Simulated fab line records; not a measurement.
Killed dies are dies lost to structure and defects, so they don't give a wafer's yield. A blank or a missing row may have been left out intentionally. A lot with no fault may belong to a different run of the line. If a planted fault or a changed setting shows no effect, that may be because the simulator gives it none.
Split-lot trial	flow berkeleyCmos170	route with 331 steps; 5 lots, 23 wafers read

## ON THE SPLIT
At UCB170_ZERO_COAT_01 (resist thk 900 nm), the setting resistThkNm was moved away from the recipe's 900 nm on 7 of the 23 wafers read, by -4.7% to +4.5%. This setting was run at the recipe's value on the other wafers.

The split's own step is where the reading is taken.

## THE READING
KrF_of_ZERO_COAT_01.thkNm (the simulator's own value, which no gauge read), in nm, at UCB170_ZERO_COAT_01 (resist thk 900 nm). No usual value for it is given in the file. The 16 wafers here that ran the recipe average 899.6 nm, standard deviation 3.4 nm.

wafer	tool, chamber at the split	resistThkNm as run, nm	against the recipe	KrF_of_ZERO_COAT_01.thkNm, nm	against lot-mates on the recipe
L074.1	lithoTrack-04, 0	940.4	+4.5%	945.1	+40.8
L074.2	lithoTrack-04, 0	940.4	+4.5%	942.7	+38.4
L074.3	lithoTrack-04, 0	900	recipe	903.8	-
L074.4	lithoTrack-04, 0	900	recipe	904.8	-
L074.5	lithoTrack-04, 0	940.4	+4.5%	944.9	+40.6
L076.2	lithoTrack-02, 0	900	recipe	897.3	-
L076.3	lithoTrack-02, 0	900	recipe	899	-
L076.4	lithoTrack-02, 0	886.4	-1.5%	887.4	-10.1
L076.5	lithoTrack-02, 0	886.4	-1.5%	887.3	-10.2
L076.6	lithoTrack-02, 0	900	recipe	896.2	-
L077.1	lithoTrack-04, 0	900	recipe	897.5	-
L077.2	lithoTrack-04, 0	900	recipe	897.7	-
L077.4	lithoTrack-04, 0	900	recipe	895.1	-
L077.5	lithoTrack-04, 0	900	recipe	895.1	-
L077.6	lithoTrack-04, 0	900	recipe	894.9	-
L080.1	lithoTrack-02, 0	900	recipe	903.7	-
L080.2	lithoTrack-02, 0	900	recipe	902.3	-
L080.3	lithoTrack-02, 0	857.8	-4.7%	857.3	-45.6
L080.4	lithoTrack-02, 0	857.8	-4.7%	862.4	-40.5
L080.5	lithoTrack-02, 0	900	recipe	902.8	-
L083.2	lithoTrack-03, 0	900	recipe	899.6	-
L083.4	lithoTrack-03, 0	900	recipe	902.5	-
L083.5	lithoTrack-03, 0	900	recipe	902.1	-

FIT RESULTS
A straight line over all 23 wafers: KrF_of_ZERO_COAT_01.thkNm changes by +9.27 nm for each +1% of resistThkNm; r = +0.99; the points scatter about the line by 3.4 nm.
The same after taking each lot's own level away (the mean of its wafers on the recipe; 23 wafers): +8.92 nm for each +1%; r = +1.00; scatter 1.7 nm.
Per that fit: largest resistThkNm move, reading shift of 42 nm.
From 896.06 to 904.30 nm: that is the span of the lots' own levels, equal to 2.4 times the standard deviation above.
Consequently the slope shifts little with the lot-to-lot level, the two slopes agreeing.
Check: with one of the wafers moved furthest among these (-4.7%) left out of the fit, the line predicts -40.3 nm for it against its lot-mates. Against them it came out at -45.6 nm.

## ADDITIONAL SPLITS CARRIED BY THESE WAFERS
Other splits were also applied to these wafers ahead of the reading. Each is held against what the fit with the lots' levels taken away leaves over:
other split on the same wafers	wafers away from the commonest value	r with KrF_of_ZERO_COAT_01.thkNm (lot level and that fit taken away)
UCB170_START_OXIDATION_02 tempC	15	-0.23

## THE WHOLE CHAIN: every reading that the file lists as answering this split, in the file's order
step	what it does	reading	change (the file's fit)	r (the file's)
UCB170_ZERO_COAT_01	resist thk 900 nm	KrF_of_ZERO_COAT_01.thkNm (the simulator's own value, which no gauge read)	+8.94 nm for each +1% of the setting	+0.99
UCB170_ZERO_STRIP_07	strips in O2	stripTimeToEndpointS	withheld for each +1% of the setting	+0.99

## THE FILE'S OWN FIT
KrF_of_ZERO_COAT_01.thkNm changes by +8.94 nm for each +1% of resistThkNm, r = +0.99.
